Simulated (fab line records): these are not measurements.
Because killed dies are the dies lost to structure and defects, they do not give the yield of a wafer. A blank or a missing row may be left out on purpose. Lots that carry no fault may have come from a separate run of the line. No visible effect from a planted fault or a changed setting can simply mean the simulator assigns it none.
The tool behind it: which one? -- flow berkeleyCmos170 -- 15 lots with 45 wafers sampled at 3 steps, on a route of 331 steps

== WHAT THE GAUGES READ, wafer by wafer ==
UCB170_PLDD_TW_MEAS_11. Usual: PLDD_TW 1007, standard deviation 11.
lot,measured,on,PLDD_TW,flag
L512,day 6 11:29,filmMetro-02,1007 1008 1011,
L514,day 6 20:25,filmMetro-02,1010 1010 1003,
L517,day 7 04:37,filmMetro-02,1011 1012 1006,
L515,day 7 04:49,filmMetro-04,1021 1022 1018,
L516,day 7 05:22,filmMetro-01,1134 1127 1129 1134 1129 1135,OFF
L518,day 7 14:28,filmMetro-02,1147 1150 1155 1150 1156 1153,OFF
L522,day 8 10:10,filmMetro-01,1130 1133 1127 1131 1130 1125,OFF
L527,day 9 11:37,filmMetro-04,1021 1024 1016,
L528,day 9 11:54,filmMetro-01,987 989 989,
L530,day 9 21:52,filmMetro-04,1021 1023 1015,
L529,day 9 22:11,filmMetro-02,1008 1009 1012,
L531,day 9 22:26,filmMetro-01,991 985 991,
L532,day 10 13:22,filmMetro-04,1025 1026 1024,
L533,day 10 20:37,filmMetro-01,1000 999 998,
L534,day 10 21:07,filmMetro-02,1012 1009 1015,

UCB170_SDANNEAL_RS_MEAS_04: measures by four-point-probe. Usual: PLDD_RS 1032 ohm/sq, standard deviation 3.1.
lot,measured,on,PLDD_RS (ohm/sq),flag
L512,day 7 03:45,filmMetro-01,1034 1030 1033,
L514,day 7 07:17,filmMetro-02,1029 1030 1031,
L517,day 7 16:14,filmMetro-02,1037 1033 1035,
L515,day 7 16:44,filmMetro-01,1032 1036 1035,
L516,day 7 17:51,filmMetro-02,760 761 759 759 759 759,OFF
L518,day 8 11:23,filmMetro-04,756 757 754 755 755 755,OFF
L522,day 9 00:23,filmMetro-01,753 753 753 754 754 755,OFF
L527,day 10 00:04,filmMetro-01,1032 1028 1028,
L528,day 10 01:18,filmMetro-04,1034 1034 1033,
L530,day 10 12:21,filmMetro-02,1030 1032 1030,
L529,day 10 12:49,filmMetro-01,1029 1031 1026,
L531,day 10 12:33,filmMetro-04,1036 1034 1038,
L532,day 11 04:11,filmMetro-01,1030 1032 1033,
L533,day 11 14:25,filmMetro-01,1025 1029 1028,
L534,day 11 14:43,filmMetro-02,1034 1032 1036,

== EACH LOT AND THE TOOL THAT RAN IT (in order: tool; ch and the chambers of the sampled wafers; start) ==
lot,UCB170_PLDD_IMPLANT_09
L512,"implanter-01 ch 0, day 6 11:16"
L514,"implanter-02 ch 0, day 6 20:07"
L517,"implanter-01 ch 0, day 7 04:22"
L515,"implanter-02 ch 0, day 7 04:36"
L516,"implanter-04 ch 0, day 7 04:48"
L518,"implanter-01 ch 0, day 7 13:55"
L522,"implanter-01 ch 0, day 8 09:36"
L527,"implanter-01 ch 0, day 9 11:22"
L528,"implanter-02 ch 0, day 9 11:39"
L530,"implanter-04 ch 0, day 9 21:37"
L529,"implanter-01 ch 0, day 9 21:58"
L531,"implanter-02 ch 0, day 9 22:11"
L532,"implanter-01 ch 0, day 10 13:07"
L533,"implanter-02 ch 0, day 10 20:23"
L534,"implanter-04 ch 0, day 10 20:53"
- UCB170_PLDD_IMPLANT_09

== WHAT THE TOOLS THEMSELVES READ (means of the sampled wafers that have a number; where no wafer has one, the mark that the record gives instead) ==
UCB170_PLDD_IMPLANT_09. Usual: beamOnS 10.2 s, standard deviation 0.33.
lot,tool,beamOnS (s),flag
L512,implanter-01,10.6,
L514,implanter-02,10.2,
L517,implanter-01,10.6,
L515,implanter-02,10.2,
L516,implanter-04,10.0,
L518,implanter-01,10.5,
L522,implanter-01,10.5,
L527,implanter-01,10.6,
L528,implanter-02,10.0,
L530,implanter-04,10.2,
L529,implanter-01,10.4,
L531,implanter-02,10.2,
L532,implanter-01,10.6,
L533,implanter-02,9.9,
L534,implanter-04,10.1,

== THE ANSWER, worked out from the rows above alone ==
Rule: lot off if the mean of its wafers having a number is beyond 3 standard deviations from the usual mean. A lot without any number at a reading at which 4 lots or more have one is off too. All remaining lots with rows at the step are treated as sound. First the gauges in route order, then the tools' own readings, where a lot's mean is used as printed above. The first step at which some lot is off is used, and at that step the reading that is off furthest; a lot without a number counts as furthest.
Off: at UCB170_PLDD_TW_MEAS_11 (PLDD_TW), L516, L518, L522.
If a tool, at a process step before that reading, ran all the lots that are off and no sound lot after the first of them, it fits. Gauges at UCB170_PLDD_TW_MEAS_11: tried the same way as those tools. No candidate that was tried fits.

== WHAT THE SIMULATOR HAD PUT IN ==
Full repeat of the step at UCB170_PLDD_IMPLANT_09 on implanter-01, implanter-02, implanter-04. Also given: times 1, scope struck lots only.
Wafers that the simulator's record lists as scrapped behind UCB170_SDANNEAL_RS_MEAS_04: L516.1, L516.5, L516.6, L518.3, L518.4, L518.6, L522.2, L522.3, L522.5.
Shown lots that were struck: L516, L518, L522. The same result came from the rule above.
